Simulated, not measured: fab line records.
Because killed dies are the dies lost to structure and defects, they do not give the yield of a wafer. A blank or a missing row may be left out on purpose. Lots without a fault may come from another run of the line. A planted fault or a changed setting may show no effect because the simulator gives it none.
Shared-tool check    flow rit cmos    42 wafers sampled across 14 lots

## WHY THIS WAS OPENED
2 of 14 lots carry a flag on the reading ACTIVE_OXIDE_THK at RIT_ACTIVE_THK_MEAS_02. Wafers without a fault read 47.1 nm, standard deviation 0.88.
Rule: a lot is flagged when every wafer of it that has a number lies more than 4 standard deviations from that mean, or none has a number. The other lots count as sound.

lot   measured     on             ACTIVE_OXIDE_THK (nm), wafer by wafer  flag
L480  day 1 12:26  film metro-03  46.4 47.0 47.4                         
L481  day 1 17:04  film metro-04  47.4 47.5 47.1                         
L482  day 1 22:52  film metro-04  46.1 45.6 46.2                         
L483  day 2 05:30  film metro-02  48.7 49.5 48.4                         
L484  day 2 09:01  film metro-02  47.7 47.6 48.2                         
L485  day 2 14:09  film metro-03  48.4 46.9 47.9                         
L486  day 2 19:02  film metro-04  46.8 47.3 47.2                         
L487  day 3 00:14  film metro-03  47.2 47.0 47.5                         
L488  day 3 04:27  film metro-03  47.7 47.5 46.7                         
L489  day 3 09:56  film metro-04  47.7 47.1 47.1                         
L491  day 3 19:03  film metro-03  48.4 47.8 48.1                         
L496  day 4 20:22  film metro-02  47.4 48.0 47.6                         
L497  day 5 01:41  film metro-03  38.0 37.9 37.7                         FLAGGED
L500  day 5 17:21  film metro-02  36.7 36.9 36.5                         FLAGGED
The mean of the flagged lots' numbers is 37.3 nm, -9.8 nm from the usual (-11 standard deviations).

## LOT BY LOT: THE TOOL USED
The record holds 1 process step before the reading, out of a route of 202 steps. Read each cell as the tool, then ch plus the chambers that the sampled wafers visited, then the start.
lot   flag     RIT_ACTIVE_OXIDATION_01
L480           furnace-01 ch 0, day 1 10:31
L481           furnace-04 ch 0, day 1 15:07
L482           furnace-01 ch 0, day 1 20:56
L483           furnace-04 ch 0, day 2 03:34
L484           furnace-04 ch 0, day 2 07:04
L485           furnace-01 ch 0, day 2 12:12
L486           furnace-03 ch 0, day 2 17:06
L487           furnace-01 ch 0, day 2 22:17
L488           furnace-03 ch 0, day 3 02:31
L489           furnace-04 ch 0, day 3 08:01
L491           furnace-03 ch 0, day 3 17:07
L496           furnace-01 ch 0, day 4 18:26
L497  FLAGGED  furnace-03 ch 0, day 4 23:45
L500  FLAGGED  furnace-03 ch 0, day 5 15:25
What these steps do:
- RIT_ACTIVE_OXIDATION_01: target thk 46.8 nm, ox time 3360 s.
- RIT_ACTIVE_THK_MEAS_02

## FLAGGED AGAINST TOTAL, ONE TOOL AT A TIME (gauges that did the reading follow at the end)
step                     tool           lots run  flagged  share of the flagged lots  sound lots run after its first flagged lot
RIT_ACTIVE_OXIDATION_01  furnace-01     5         0        none                       -
RIT_ACTIVE_OXIDATION_01  furnace-03     5         2        all                        0
RIT_ACTIVE_OXIDATION_01  furnace-04     4         0        none                       -
RIT_ACTIVE_THK_MEAS_02   film metro-02  4         1        some                       0
RIT_ACTIVE_THK_MEAS_02   film metro-03  6         1        some                       0
RIT_ACTIVE_THK_MEAS_02   film metro-04  4         0        none                       -

## WHAT THE TABLE ALLOWS
1 row of the table ran every flagged lot: furnace-03 at RIT_ACTIVE_OXIDATION_01.
- furnace-03 at RIT_ACTIVE_OXIDATION_01 ran 5 lots, 2 of them flagged. A fault beginning between L491 (day 3 17:07), its last sound lot, and L497 (day 4 23:45), its first flagged one, fits the data. Its own readings lie more than 4 standard deviations out on every wafer of the flagged lots: spike tc centre C, spike tc load C, spike tc source C, tube center temp C, tube_center_temp_C_max.
What remains is a single tool, furnace-03 at RIT_ACTIVE_OXIDATION_01.

## WHAT HAD BEEN PUT IN BY THE SIMULATOR
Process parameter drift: furnace-03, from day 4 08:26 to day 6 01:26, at RIT_ACTIVE_OXIDATION_01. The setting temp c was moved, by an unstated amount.
Lots struck among those shown: L497, L500. The rule above found the same.
